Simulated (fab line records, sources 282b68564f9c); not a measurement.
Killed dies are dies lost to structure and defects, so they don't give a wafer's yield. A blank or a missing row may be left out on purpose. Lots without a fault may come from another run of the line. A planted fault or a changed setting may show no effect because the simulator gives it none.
fab line records | flow rit_cmos
record lots=6 wafers=18 last_day=7
route steps=202 shown SPACER@128 NSD@131 PSD@142 SDANNEAL@153
lots that met no fault: from a run of the same line without faults
start_h: hours from the record's first day to the start of the lot's first wafer shown | wait_h: hours since the lot's step before | " the same as in the row above | L1.1+2: a row that stands for several wafers | - no value, or no start given | * or withheld: withheld | < > ~ a bound
route shown NAME@n: a module of which the file shows steps, and the number in the route of the first | usual: mean/standard deviation of fault-free wafers | same: alike in all rows | chamber/n: place in a boat | sites: the reading at each site | _std_site: their standard deviation | _edge_site: outer sites' mean less inner sites' | radius_mm: how far each site lies from the wafer's centre | mask NAME#n: copy n | behind: the tool/chamber that last shaped the wafer | hold: why the lot was held/for how many hours/how that ended | device: the transistor (n, p or np) that didn't switch | end of line: the same wafers' tests at the end of the route | a step without rows: its recipe alone | killed: dies lost to structure and defects at the first sort, not the wafer's yield | map: a wafer's dies, x killed, . not, _ none there
set.NAME: the setting as run; set.NAME@STEP: as run at that earlier step | model.NAME: the simulator's own value behind a step, which no gauge read
lots at some steps of the route; a table a step, a row a wafer
services: from which hour (start_h, from the record's first day; less than 0 if before it) a tool's chamber was out of use, for how many hours, and why
## steps
# step RIT_SPACER_CVD_03
# recipe material=Si3N4 target_thk_nm=250 temp_c=810 precursor=SiH2Cl2/NH3 time_s=3300 pressure_mtorr=300 sih2cl2_flow_sccm=60 nh3_flow_sccm=150
# step RIT_SPACER_THK_MEAS_04
# recipe reads=Si3N4_of_SPACER_CVD_03
# usual SPACER_NITRIDE_THK=249.5/3
# columns lot.wafer tool chamber start_h wait_h SPACER_NITRIDE_THK[nm]
L320.2 film_metro-03 - 75.10 0.0 247.9
L320.3 " - " " 247.9
L320.4 " - " " 247.4
L324.2 film_metro-03 - 90.81 0.0 244.3
L324.3 " - " " 245.9
L324.5 " - " " 245.6
L329.1 film_metro-04 - 114.08 0.0 247.4
L329.5 " - " " 247.0
L329.6 " - " " 247.1
L333.3 film_metro-04 - 132.85 0.0 248.5
L333.4 " - " " 248.1
L333.5 " - " " 246.6
L334.2 film_metro-01 - 140.46 0.0 244.5
L334.4 " - " " 244.6
L334.5 " - " " 244.1
L335.2 film_metro-03 - 145.43 0.0 252.5
L335.3 " - " " 251.9
L335.5 " - " " 254.1
# step RIT_SPACER_ETCHBACK_05
# recipe target_depth_a=2500 SF6_flow_sccm=30 CHF3_flow_sccm=30 target=Si3N4 chemistry=SF6/CHF3 pressure_mtorr=40 rf_w=250 time_s=240 stop_on=SiO2
# usual drypump_motor_current_A=5.5/0.43 oes_product_au=0.841/0.014 throttle_valve_pct=10.22/0.15
# columns lot.wafer tool chamber start_h wait_h drypump_motor_current_A oes_product_au rf_hours_counter_h throttle_valve_pct
L320.2 rie_diel-03 1 75.15 0.0 5.5 0.841 33 10.36
L320.3 " 3 " " 5.8 0.835 127 10.19
L320.4 " 2 " " 4.9 0.819 7 10.15
L324.2 rie_diel-04 0 90.86 0.0 5.5 0.840 12 10.48
L324.3 " 2 " " 5.5 0.814 7 10.12
L324.5 " 0 " " 5.5 0.837 - 10.49
L329.1 rie_diel-03 0 114.14 0.1 5.6 0.854 120 10.01
L329.5 " 2 " " 4.9 0.819 - 10.15
L329.6 " 3 " " 5.8 0.840 - 10.19
L333.3 rie_diel-01 2 132.89 0.0 6.6 0.844 140 10.41
L333.4 " 3 " " 5.0 0.834 126 10.35
L333.5 " 1 " " 5.6 0.833 - 10.34
L334.2 rie_diel-03 1 140.51 0.0 5.5 0.830 34 10.36
L334.4 " 2 " " 4.9 0.813 - 10.16
L334.5 " 0 " " 5.6 0.842 - 10.02
L335.2 rie_diel-04 2 145.48 0.0 5.5 0.839 8 10.15
L335.3 " 1 " " 5.8 0.837 6 10.22
L335.5 " 3 " " 5.6 0.836 - 9.95
# step RIT_NSD_HMDS_00
# recipe prime_time_s=60 prime_temp_c=140
# step RIT_NSD_COAT_01
# recipe resist=NOVOLAK spin_rpm=3250 resist_thk_nm=1000
# step RIT_NSD_SOFTBAKE_02
# recipe resist=NOVOLAK temp_c=90 time_s=60
# step RIT_NSD_EXPOSE_03
# recipe mask_id=M9 na=0.57 target_cd_nm=40700 dose_mj=250
# step RIT_NSD_PEB_04
# recipe resist=NOVOLAK temp_c=withheld time_s=withheld
# step RIT_NSD_DEVELOP_05
# recipe resist=NOVOLAK develop_time_s=50 dev_temp_c=23
# step RIT_NSD_OVL_MEAS_06
# usual NSD_OVL=1.2/1.5
# columns lot.wafer tool chamber start_h wait_h NSD_OVL[nm]
L320.2 overlay-02 - 76.16 - -0.7
L320.3 " - " " -0.3
L320.4 " - " " -0.6
L324.2 overlay-01 - 91.86 - 2.2
L324.3 " - " " 1.3
L324.5 " - " " 0.8
L329.1 overlay-02 - 115.27 - 2.1
L329.5 " - " " 1.6
L329.6 " - " " 0.3
L333.3 overlay-01 - 134.03 - 1.6
L333.4 " - " " 2.0
L333.5 " - " " 1.3
L334.2 overlay-01 - 141.51 - 1.0
L334.4 " - " " 2.5
L334.5 " - " " -0.1
L335.2 overlay-01 - 146.48 - 1.6
L335.3 " - " " 4.4
L335.5 " - " " 0.6
# step RIT_NSD_HARDBAKE_07
# recipe resist=NOVOLAK temp_c=140 time_s=60
# step RIT_NSD_IMPLANT_08
# recipe species=P energy_kev=25 dose_cm2=1e+15 tilt_deg=7
# step RIT_NSD_STRIP_09
# recipe chemistry=O2 time_s=180 resist=NOVOLAK platen_temp_c=withheld power_w=500 pressure_mtorr=4000 o2_flow_sccm=4000
# usual chamber_pressure_mTorr=4000/4.2 drypump_motor_current_A=5.5/0.49
# columns lot.wafer tool chamber start_h wait_h chamber_pressure_mTorr drypump_motor_current_A rf_hours_counter_h model.NOVOLAK_of_NSD_COAT_01.thk_nm
L320.2 plasma_asher-04 0 76.49 0.1 4000 5.3 42 0
L320.3 " 1 " " 3999 6.1 - 0
L320.4 " 0 " " 4004 5.3 - 0
L324.2 plasma_asher-03 1 92.19 0.1 4003 6.1 46 0
L324.3 " 1 " " 3994 6.1 - 0
L324.5 " 1 " " 4001 6.1 - 0
L329.1 plasma_asher-01 0 115.60 0.1 3997 5.8 45 0
L329.5 " 0 " " 4003 5.8 - 0
L329.6 " 1 " " 3990 4.8 - 0
L333.3 plasma_asher-04 1 134.41 0.1 4005 6.1 - 0
L333.4 " 0 " " 4005 5.3 - 0
L333.5 " 1 " " 3997 6.1 - 0
L334.2 plasma_asher-01 0 141.84 0.1 - - - 881.5
L334.4 " 1 " " - - - 883.1
L334.5 " 1 " " - - - 881.7
L335.2 plasma_asher-03 1 146.81 0.1 - - - 880.9
L335.3 " 0 " " - - - 882.6
L335.5 " 0 " " - - - 881.9
# step RIT_NSD_TW_MEAS_10
# usual NSD_TW=3120/12
# columns lot.wafer tool chamber start_h wait_h NSD_TW
L320.2 film_metro-01 - 76.67 0.1 3132
L320.3 " - " " 3114
L320.4 " - " " 3130
L324.2 film_metro-02 - 92.38 0.1 3122
L324.3 " - " " 3118
L324.5 " - " " 3113
L329.1 film_metro-01 - 115.78 0.1 3109
L329.5 " - " " 3100
L329.6 " - " " 3104
L333.3 film_metro-03 - 134.55 0.1 3093
L333.4 " - " " 3102
L333.5 " - " " 3113
L334.2 film_metro-02 - 142.03 0.1 3112
L334.4 " - " " 3111
L334.5 " - " " 3113
L335.2 film_metro-01 - 147.00 0.1 3111
L335.3 " - " " 3114
L335.5 " - " " 3110
# step RIT_PSD_HMDS_00
# recipe prime_time_s=60 prime_temp_c=140
# step RIT_PSD_COAT_01
# recipe resist=NOVOLAK spin_rpm=3250 resist_thk_nm=1000
# step RIT_PSD_SOFTBAKE_02
# recipe resist=NOVOLAK temp_c=90 time_s=60
# step RIT_PSD_EXPOSE_03
# recipe mask_id=M10 na=0.57 target_cd_nm=40900 dose_mj=250
# step RIT_PSD_PEB_04
# recipe resist=NOVOLAK temp_c=withheld time_s=withheld
# step RIT_PSD_DEVELOP_05
# recipe resist=NOVOLAK develop_time_s=50 dev_temp_c=23
# step RIT_PSD_OVL_MEAS_06
# usual PSD_OVL=0.8/1.8
# columns lot.wafer tool chamber start_h wait_h PSD_OVL[nm]
L320.2 overlay-02 - 77.71 - -0.9
L320.3 " - " " 0.6
L320.4 " - " " 3.4
L324.2 overlay-02 - 93.28 - -1.3
L324.3 " - " " -1.0
L324.5 " - " " -1.6
L329.1 overlay-02 - 116.82 - -0.6
L329.5 " - " " 1.1
L329.6 " - " " 1.0
L333.3 overlay-01 - 135.45 - 4.1
L333.4 " - " " 4.6
L333.5 " - " " 2.1
L334.2 overlay-01 - 143.06 - 1.9
L334.4 " - " " 2.7
L334.5 " - " " 1.9
L335.2 overlay-02 - 148.03 - -2.5
L335.3 " - " " 0.2
L335.5 " - " " -0.9
# step RIT_PSD_HARDBAKE_07
# recipe resist=NOVOLAK temp_c=140 time_s=60
# step RIT_PSD_IMPLANT_08
# recipe species=BF2 energy_kev=27 dose_cm2=5e+15 tilt_deg=7
# step RIT_PSD_STRIP_09
# recipe chemistry=O2 time_s=180 resist=NOVOLAK platen_temp_c=withheld power_w=500 pressure_mtorr=4000 o2_flow_sccm=4000
# usual chamber_pressure_mTorr=4000/3.6 drypump_motor_current_A=5.4/0.42
# columns lot.wafer tool chamber start_h wait_h chamber_pressure_mTorr drypump_motor_current_A rf_hours_counter_h
L320.2 plasma_asher-02 1 78.04 0.1 4002 5.1 29
L320.3 " 0 " " 3999 5.3 -
L320.4 " 1 " " 4000 5.1 -
L324.2 plasma_asher-02 1 93.61 0.1 3994 5.1 31
L324.3 " 0 " " 3995 5.2 -
L324.5 " 0 " " 4002 5.3 -
L329.1 plasma_asher-04 1 117.16 0.1 3999 6.1 47
L329.5 " 1 " " 4003 6.1 -
L329.6 " 0 " " 4000 5.3 -
L333.3 plasma_asher-01 1 135.83 0.1 3998 4.8 -
L333.4 " 0 " " 4002 5.8 -
L333.5 " 0 " " 3996 5.8 -
L334.2 plasma_asher-04 1 143.39 0.1 4001 6.1 50
L334.4 " 1 " " 3997 6.1 -
L334.5 " 1 " " 3999 6.1 -
L335.2 plasma_asher-04 0 148.36 0.1 4002 5.3 50
L335.3 " 1 " " 4004 6.1 -
L335.5 " 0 " " 4000 5.3 -
# step RIT_PSD_TW_MEAS_10
# usual PSD_TW=3428/15
# columns lot.wafer tool chamber start_h wait_h PSD_TW
L320.2 film_metro-02 - 78.23 0.1 3453
L320.3 " - " " 3424
L320.4 " - " " 3443
L324.2 film_metro-03 - 93.80 0.1 3435
L324.3 " - " " 3438
L324.5 " - " " 3446
L329.1 film_metro-02 - 117.33 0.1 3437
L329.5 " - " " 3422
L329.6 " - " " 3427
L333.3 film_metro-03 - 135.97 0.1 3420
L333.4 " - " " 3419
L333.5 " - " " 3401
L334.2 film_metro-01 - 143.57 0.1 30
L334.4 " - " " 30
L334.5 " - " " 30
L335.2 film_metro-02 - 148.54 0.1 30
L335.3 " - " " 30
L335.5 " - " " 30
# step RIT_SDANNEAL_CLEAN_00
# recipe chemistry=SC1 mix=3:3:50 time_s=600 temp_c=75
## services
# columns tool chamber start_h hours kind
rie_diel-04 3 86.84 2.3 repair
plasma_asher-03 - 86.96 2.8 repair
plasma_asher-03 - 108.75 9.0 pm
plasma_asher-03 0 108.75 9.0 vent_cycle
plasma_asher-03 1 108.75 9.0 vent_cycle
plasma_asher-03 0 117.75 - clean
plasma_asher-03 1 117.75 - clean
rie_diel-04 0 125.20 9.8 repair
rie_diel-04 - 128.07 13.8 repair
rie_diel-04 3 129.12 3.5 repair
rie_diel-03 3 131.54 16.4 repair
plasma_asher-04 - 136.28 2.8 pm
rie_diel-01 - 145.81 0.7 repair
## key
first_sign step=RIT_NSD_STRIP_09 reading=tool_record direction=missing
effect step=RIT_PSD_TW_MEAS_10 reading=PSD_TW direction=down sigmas=99+ usual=3428 struck=30
model_effect step=RIT_NSD_STRIP_09 value=NOVOLAK_of_NSD_COAT_01.thk_nm without=0 struck=881.9
met_at RIT_NSD_STRIP_09
struck_wafers L334.2,L334.4,L334.5,L335.2,L335.3,L335.5
sort_left_out L334.2,L334.4,L334.5,L335.2,L335.3,L335.5
tester_left_out L334,L335
onset_between 115.60 141.84
fault kind=skipped_step_whole tool=plasma_asher-01,plasma_asher-03 chamber=- onset_h=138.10 steps=RIT_NSD_STRIP_09 scope=struck_lots_only
# tester_left_out: of these lots the tester's yield and bins aren't shown, on N5 and GAA mostly nor the transistor test; their killed dies are dies lost to structure and defects alone, not to doping, threshold or leakage, so they don't give the yield
# sort_left_out: the simulated sort isn't trusted on such a fault, so these wafers' sort isn't shown, and their yield isn't known
